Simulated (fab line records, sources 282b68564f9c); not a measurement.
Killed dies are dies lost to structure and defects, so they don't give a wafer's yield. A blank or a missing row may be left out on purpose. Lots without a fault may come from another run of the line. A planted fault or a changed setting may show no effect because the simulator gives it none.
A struck lot beside a sound one | flow rit_cmos | 18 steps out of a route of 202
Sound: wafers L870.2, L870.3, L870.6. Struck: wafers L864.2, L864.3, L864.5. The cause comes at the end.
At each step with rows: each side's tool, then ch and its chambers, then its first start. Under that, the readings that differ: sound wafers | struck wafers | difference of the means | sigmas: that difference in standard deviations of wafers without a fault.
alike: readings whose means differ by less than 2 such deviations, and words and numbers that are the same on both sides. not compared: withheld readings, readings that some wafer has no value for, bounds like >300 that may hide the same value, and numbers for which the record gives no deviation and whose values overlap.
The two part at a step that has a row with sigmas, a row that says differs or no value, or rows on one side only. Numbers that don't overlap but have no deviation are shown without sigmas and don't part them. A reading that every wafer of one side lacks parts them only if that side has two wafers or more.

first, 2 steps without rows for these wafers: RIT_NWELL_HARDBAKE_07 (time 120 s); RIT_NWELL_IMPLANT_08.
RIT_NWELL_STRIP_09: strips in O2, time 180 s.
  sound on plasma_asher-03 ch 0,1, day 4 18:58; struck on plasma_asher-04 ch 0,1, day 3 12:49
  alike: drypump_motor_current_A
  not compared: rf_hours_counter_h
RIT_NWELL_TW_MEAS_10:
  sound on film_metro-02, day 4 19:10; struck on film_metro-03, day 3 13:00
  reading  | sound          | struck         | difference | sigmas
  NWELL_TW | 2161 2161 2156 | 2187 2186 2180 | +25        | +2
then, 6 steps without rows for these wafers: RIT_PWELL_HMDS_00 (prime time 60 s); RIT_PWELL_COAT_01 (resist thk 1300 nm); RIT_PWELL_SOFTBAKE_02 (time 60 s); RIT_PWELL_EXPOSE_03 (exposes mask M3, target cd 43700 nm); RIT_PWELL_PEB_04; RIT_PWELL_DEVELOP_05 (develop time 68 s).
RIT_PWELL_OVL_MEAS_06:
  sound on overlay-01, day 4 20:13; struck on overlay-02, day 3 14:05
  alike: PWELL_OVL
then, 1 step without rows for these wafers: RIT_PWELL_HARDBAKE_07 (time 120 s).
RIT_PWELL_IMPLANT_08:
  sound on implanter-04 ch 0, day 4 20:31; struck on implanter-01 ch 0, day 3 14:24
  alike: dose_ions_cm2
RIT_PWELL_STRIP_09: strips in O2, time 180 s.
  sound on plasma_asher-02 ch 0,1, day 4 20:39; struck on plasma_asher-03 ch 0,1, day 3 14:31
  alike: drypump_motor_current_A
  not compared: rf_hours_counter_h
RIT_PWELL_TW_MEAS_10:
  sound on film_metro-02, day 4 20:50; struck on film_metro-04, day 3 14:56
  reading  | sound       | struck      | difference | sigmas
  PWELL_TW | 962 959 962 | 949 942 938 | -18        | -4
  not compared: hold
RIT_WELLDRIVE_RS_MEAS_01: measures by four-point-probe.
  sound on film_metro-04, day 5 01:59; struck on film_metro-03, day 3 21:58
  alike: NWELL_RS
RIT_WELLDRIVE_RS_MEAS_02: measures by four-point-probe.
  sound on film_metro-04, day 5 02:07; struck on film_metro-03, day 3 22:23
  reading           | sound             | struck            | difference | sigmas
  PWELL_RS (ohm/sq) | 429.5 429.4 429.9 | 440.4 440.4 441.0 | +11.0      | +8
  not compared: hold
RIT_M1_PROBE_99:
  the record has rows for the sound wafers here (prober-01, day 6 07:22) and none for the struck ones

WHERE THEY PART
First at RIT_NWELL_TW_MEAS_10; last, within this record, at RIT_M1_PROBE_99.

WHY: what the simulator had put in
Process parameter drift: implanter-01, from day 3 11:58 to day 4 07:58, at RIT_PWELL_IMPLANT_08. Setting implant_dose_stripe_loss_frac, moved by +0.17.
